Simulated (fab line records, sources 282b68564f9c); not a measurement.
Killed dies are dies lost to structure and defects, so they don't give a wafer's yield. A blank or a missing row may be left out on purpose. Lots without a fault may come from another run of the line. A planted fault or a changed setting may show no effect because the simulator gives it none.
Split-lot experiment | flow rit_cmos | 5 lots, 23 wafers read, on a route of 202 steps

THE SPLIT
At RIT_PWELL_IMPLANT_08, the setting energy_kev was moved away from the recipe's 170 on 8 of the 23 wafers read, by -2.3% to +2.0%. The other wafers ran this setting at the recipe's value.

The reading is taken at the split's own step.

THE READING
implant.drp_nm (the simulator's own value, which no gauge read), in nm, at RIT_PWELL_IMPLANT_08. The file gives no usual value for it.

wafer  | tool, chamber at the split | energy_kev as run | against the recipe | implant.drp_nm, nm | against lot-mates on the recipe
L074.2 | implanter-02, 0            | 170               | recipe             | 102.9              | -
L074.4 | implanter-02, 0            | 170               | recipe             | 102.9              | -
L074.5 | implanter-02, 0            | 170               | recipe             | 102.9              | -
L077.1 | implanter-03, 0            | 166.1             | -2.3%              | 102.1              | -0.8
L077.3 | implanter-03, 0            | 166.1             | -2.3%              | 102.1              | -0.8
L077.2 | implanter-03, 0            | 170               | recipe             | 102.9              | -
L077.4 | implanter-03, 0            | 170               | recipe             | 102.9              | -
L077.6 | implanter-03, 0            | 170               | recipe             | 102.9              | -
L079.1 | implanter-03, 0            | 170               | recipe             | 102.9              | -
L079.2 | implanter-03, 0            | 170               | recipe             | 102.9              | -
L079.4 | implanter-03, 0            | 166.1             | -2.3%              | 102.1              | -0.8
L079.5 | implanter-03, 0            | 166.1             | -2.3%              | 102.1              | -0.8
L079.6 | implanter-03, 0            | 166.1             | -2.3%              | 102.1              | -0.8
L081.1 | implanter-04, 0            | 173.4             | +2.0%              | 103.5              | +0.6
L081.3 | implanter-04, 0            | 173.4             | +2.0%              | 103.5              | +0.6
L081.4 | implanter-04, 0            | 173.4             | +2.0%              | 103.5              | +0.6
L081.5 | implanter-04, 0            | 170               | recipe             | 102.9              | -
L081.6 | implanter-04, 0            | 170               | recipe             | 102.9              | -
L083.1 | implanter-04, 0            | 170               | recipe             | 102.9              | -
L083.2 | implanter-04, 0            | 170               | recipe             | 102.9              | -
L083.4 | implanter-04, 0            | 170               | recipe             | 102.9              | -
L083.5 | implanter-04, 0            | 170               | recipe             | 102.9              | -
L083.6 | implanter-04, 0            | 170               | recipe             | 102.9              | -

THE FIT
A straight line over all 23 wafers: implant.drp_nm changes by +0.331 nm for each +1% of energy_kev; r = +1.00; the points scatter about the line by 0.025 nm.
The same after taking each lot's own level away (the mean of its wafers on the recipe; 23 wafers): +0.331 nm for each +1%; r = +1.00; scatter 0.025 nm.
On that fit, the largest move of energy_kev shifts the reading by 0.76 nm.
The lots' own levels span 102.90 to 102.90 nm.
So the lot-to-lot level changes the slope little: the two slopes agree.
Check: with one of the wafers moved furthest among these (-2.3%) left out of the fit, the line predicts -0.772 nm for it against its lot-mates. It came out at -0.8 nm against them.

OTHER SPLITS ON THESE WAFERS
These wafers also went through other splits before the reading. Each is held against what the fit with the lots' levels taken away leaves over:
other split on the same wafers | wafers away from the commonest value | r with implant.drp_nm (lot level and that fit taken away)
RIT_ACTIVE_OXIDATION_01 temp_c | 15                                   | +0.29
RIT_ACTIVE_HARDBAKE_12 temp_c  | 5                                    | -0.17
RIT_NWELL_IMPLANT_08 dose_cm2  | 8                                    | +0.09

THE FILE'S OWN FIT
implant.drp_nm changes by +0.334 nm for each +1% of energy_kev, r = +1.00.
